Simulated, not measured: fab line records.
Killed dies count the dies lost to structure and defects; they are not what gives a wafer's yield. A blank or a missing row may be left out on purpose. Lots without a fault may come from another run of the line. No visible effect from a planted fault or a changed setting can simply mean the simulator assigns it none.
Comparing a struck lot with a sound one | flow berkeley_cmos170 | 17 steps out of a route of 331
Sound: the wafers L820.3, L820.4, L820.6. Wafers struck: L824.1, L824.2, L824.5. The cause comes at the end.
Per side, at each step with rows, come the tool, then ch with its chambers, and then its first start. Under that, the readings that differ: sound wafers | struck wafers | difference of the means | sigmas: that difference in standard deviations of wafers without a fault.
alike: readings whose means differ by less than 2 such deviations, and words and numbers that are the same on both sides. not compared: withheld readings, readings that some wafer has no value for, bounds like >300 that may hide the same value, and numbers for which the record gives no deviation and whose values overlap.
The two part at a step that has a row with sigmas, a row that says differs or no value, or rows on one side only. Numbers that don't overlap but have no deviation are shown without sigmas and don't part them. A reading missing from all wafers of one side parts the sides only when that side holds two or more wafers.

UCB170_NVT_OVL_MEAS_06:
  sound on overlay-01, day 7 18:55; struck on overlay-02, day 8 21:07
  reading      | sound  | struck   | difference | sigmas
  NVT_OVL (nm) | -3 0 3 | 16 16 11 | +14        | +3
then, 1 step without rows for these wafers: UCB170_NVT_IMPLANT_07.
UCB170_NVT_STRIP_08: strips in O2.
  sound on plasma_asher-03 ch 0,1, day 7 19:07; struck on plasma_asher-01 ch 0,1, day 8 21:19
  alike: drypump_motor_current_A, oes_product_au, strip_time_to_endpoint_s
  not compared: rf_hours_counter_h
UCB170_NVT_TW_MEAS_09:
  sound on film_metro-02, day 7 19:12; struck on film_metro-03, day 8 21:25
  alike: NVT_TW
then, 7 steps without rows for these wafers: UCB170_NVT_CLEAN_10 (cleans in SPM, time 600 s); UCB170_PVT_HMDS_00 (prime time 60 s); UCB170_PVT_COAT_01 (resist thk 900 nm); UCB170_PVT_SOFTBAKE_02 (time 60 s); UCB170_PVT_EXPOSE_03 (exposes mask NWELL, target cd 3000 nm); UCB170_PVT_PEB_04; UCB170_PVT_DEVELOP_05 (develop time 45 s).
UCB170_PVT_OVL_MEAS_06:
  sound on overlay-01, day 7 20:42; struck on overlay-01, day 8 23:22
  alike: PVT_OVL
UCB170_PVT_IMPLANT_07:
  sound on implanter-04 ch 0, day 7 20:46; struck on implanter-04 ch 0, day 8 23:24
  reading                   | sound                | struck               | difference | sigmas
  beam_energy_keV           | 30.003 30.011 30.002 | 21.000 21.003 21.007 | -9.002     | -99 or more
  model.implant.rp_nm (nm)  | 37.62 37.62 37.62    | 29.11 29.11 29.11    | -8.51      |
  model.implant.drp_nm (nm) | 16.56 16.56 16.56    | 13.36 13.36 13.36    | -3.20      |
UCB170_PVT_STRIP_08: strips in O2.
  sound on plasma_asher-04 ch 0,1, day 7 20:55; struck on plasma_asher-03 ch 0,1, day 8 23:33
  alike: drypump_motor_current_A, oes_product_au, strip_time_to_endpoint_s
  not compared: rf_hours_counter_h
UCB170_PVT_TW_MEAS_09:
  sound on film_metro-04, day 7 20:59; struck on film_metro-02, day 8 23:39
  reading | sound       | struck      | difference | sigmas
  PVT_TW  | 504 510 510 | 468 466 468 | -41        | -12
then, 1 step without rows for these wafers: UCB170_GATE_WET_ETCH_00 (etches SiO2 in dHF, time 200 s).
-- the record jumps here: 3 days lie between the struck wafers' starts before and after (it left off in module GATE and takes up again in module M3, whose first step shown is number 331 of the route) --
UCB170_M3_PROBE_99:
  sound on prober-02, day 10 02:58; struck on prober-02, day 11 17:02
  reading                               | sound                   | struck          | difference | sigmas
  model.etest.pmos_0p35.swing_mv_dec    | 75.28 76.06 76.11       | 75.16 74.55     | -0.96      |
  model.etest.cap_p_gate.c_min_ff_um2   | 1.146 1.15 1.144        | 1.101 1.107     | -0.043     |
  model.etest.pmos_0p35.vt_sat_v (V)    | -0.3416 -0.3382 -0.3416 | -0.3082 -0.3136 | +0.0296    |
  model.etest.pmos_0p35.body_rise_v (V) | -0.3103 -0.3136 -0.3123 | -0.2958 -0.2926 | +0.0179    |
  model.etest.pmos_0p35.vt_v (V)        | -0.4494 -0.4496 -0.4478 | -0.4376 -0.4396 | +0.0103    |

## WHERE THEY PART
Earliest at UCB170_NVT_OVL_MEAS_06; latest, in this record, at UCB170_PVT_TW_MEAS_09.

WHY: the cause the simulator had injected
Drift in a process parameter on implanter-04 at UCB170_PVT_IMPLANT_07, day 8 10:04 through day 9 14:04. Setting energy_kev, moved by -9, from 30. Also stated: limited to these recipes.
